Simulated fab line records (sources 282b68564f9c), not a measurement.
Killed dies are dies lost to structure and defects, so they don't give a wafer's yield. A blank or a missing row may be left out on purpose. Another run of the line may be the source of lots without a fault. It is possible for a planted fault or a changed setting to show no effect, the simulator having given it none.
A lot that was struck, set against a sound lot + flow rit-cmos + 15 out of 202 route steps
Sound: wafers L964.3, L964.5, L964.6. The struck wafers were L966.1, L966.3, L966.4. Last of all comes the cause.
Per side, at each step with rows, come the tool, then ch with its chambers, and then its first start. Under that, the readings that differ: sound wafers + struck wafers + difference of the means + sigmas: that difference in standard deviations of wafers without a fault.
alike: a reading whose means differ by less than 2 such deviations, as well as words and numbers matching on both sides. not compared: withheld readings; readings where some wafer has no value; bounds like >300 that might hide an equal value; numbers whose values overlap and for which the record gives no deviation.
The two part at a step that has a row with sigmas, a row that says differs or no value, or rows on one side only. Numbers that don't overlap but have no deviation are shown without sigmas and don't part them. A reading that every wafer of one side lacks parts them only if that side has two wafers or more.

RIT_NSD_TW_MEAS_10:
  sound: film-metro-02 at day 4 10:32; struck: film-metro-01 at day 4 18:09
  alike: NSD_TW
then, 6 steps without rows for these wafers: RIT_PSD_HMDS_00 (prime time 60 s); RIT_PSD_COAT_01 (resist thk 1000 nm); RIT_PSD_SOFTBAKE_02 (time 60 s); RIT_PSD_EXPOSE_03 (exposes mask M10, target cd 40900 nm); RIT_PSD_PEB_04; RIT_PSD_DEVELOP_05 (develop time 50 s).
RIT_PSD_OVL_MEAS_06:
  sound: overlay-01 at day 4 11:46; struck: overlay-01 at day 4 19:11
  alike: PSD_OVL
then, 2 steps without rows for these wafers: RIT_PSD_HARDBAKE_07 (time 60 s); RIT_PSD_IMPLANT_08.
RIT_PSD_STRIP_09: strips in O2, time 180 s.
  sound on plasma-asher-04 ch 0,1, day 4 12:10; struck on plasma-asher-04 ch 0,1, day 4 19:31
  alike: drypump-motor-current-A
  not compared: rf-hours-counter-h
RIT_PSD_TW_MEAS_10:
  sound: film-metro-02 at day 4 12:17; struck: film-metro-01 at day 4 19:41
| reading | sound          | struck         | difference | sigmas |
|---------|----------------|----------------|------------|--------|
| PSD_TW  | 3499 3476 3496 | 3447 3425 3416 | -61        | -2     |
RIT_SDANNEAL_CLEAN_00: cleans in SC1, time 600 s.
  sound on wet-bench-04 ch 1, day 4 12:20; struck on wet-bench-04 ch 2, day 4 19:45
  no value came back on the struck wafers for bath-guard-temp-C (C), bath-heat-duty-pct (%); on the sound wafers bath-guard-temp-C (C) reads 75.5 75.8 76.0
then, 1 step without rows for these wafers: RIT_SDANNEAL_CLEAN_01 (cleans in dHF, time 30 s).
RIT_M1_PROBE_99:
  sound: prober-01 at day 4 20:45; struck: prober-01 at day 5 03:50
  alike: killed-at-contacts, killed-at-front-end, killed-dies, killed-open, killed-short

WHERE THEY PART
First at RIT_PSD_TW_MEAS_10; last, within this record, at RIT_SDANNEAL_CLEAN_00. Later steps at which nothing parts them and some readings are alike: RIT_M1_PROBE_99.

WHY: what had been put in by the simulator
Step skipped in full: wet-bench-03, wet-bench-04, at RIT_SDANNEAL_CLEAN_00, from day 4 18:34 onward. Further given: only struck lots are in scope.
